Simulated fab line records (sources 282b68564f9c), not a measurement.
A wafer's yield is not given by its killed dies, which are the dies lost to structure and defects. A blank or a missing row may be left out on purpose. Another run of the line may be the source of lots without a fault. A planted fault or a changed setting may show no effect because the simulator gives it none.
One fault through the eyes of 2 desks -- flow rit-cmos -- what lay behind the numbers comes last; until then each desk has only its own

FOR THE TOOL OWNER'S DESK: iline-stepper-01
The tool's own readings at RIT_NRETRO_EXPOSE_03 (exposes mask M4, target cd 43900 nm): means of the sampled wafers that have a number, for each lot that ran on this tool. Any lot whose mean is over 4 standard deviations away from the usual mean is out of limits and marked OUT; that distance is given in the brackets.
Columns: A = focus-offset-nm at RIT_NRETRO_EXPOSE_03, usual 0.0 nm; B = stage-vel-mm-s at RIT_NRETRO_EXPOSE_03, usual 499.99 mm/s
lot,first seen here,A,B
L129,day 2 12:49,-0.1,499.92
L130,day 2 19:03,0.2,499.88
L131,day 2 20:18,-0.5,499.90
L132,day 3 01:39,0.1,500.09
L134,day 3 13:08,-0.1,500.13
L135,day 3 17:43,0.2,499.77
L137,day 4 06:14,0.4,499.89
L141,day 5 00:03,-0.6,499.43
This desk's verdict: no lot among the 8 shows anything out of limits.

FROM THE METROLOGY DESK
Lot by lot, what the gauges showed, no matter which tool ran the lot: averages of those sampled wafers that carry a number. Any lot whose mean is over 4 standard deviations away from the usual mean is out of limits and marked OUT; that distance is given in the brackets.
Columns: A = NRETRO_OVL at RIT_NRETRO_OVL_MEAS_06, usual 0.0 nm
lot,first seen here,A
L128,day 2 06:42,1.5
L129,day 2 13:15,0.4
L130,day 2 19:26,2.3
L131,day 2 20:44,0.4
L132,day 3 02:04,0.7
L133,day 3 09:15,-1.3
L147,day 6 08:03,0.2
L148,day 6 10:09,-1.3
L150,day 6 20:22,-1.2
L151,day 7 03:03,-1.0
This desk's verdict: no lot among the 10 shows anything out of limits.

TAKEN TOGETHER
Nothing out of limits was seen by the tool owner's desk.
The metrology desk saw nothing out of limits.

WHAT THE SIMULATOR HAD INSERTED
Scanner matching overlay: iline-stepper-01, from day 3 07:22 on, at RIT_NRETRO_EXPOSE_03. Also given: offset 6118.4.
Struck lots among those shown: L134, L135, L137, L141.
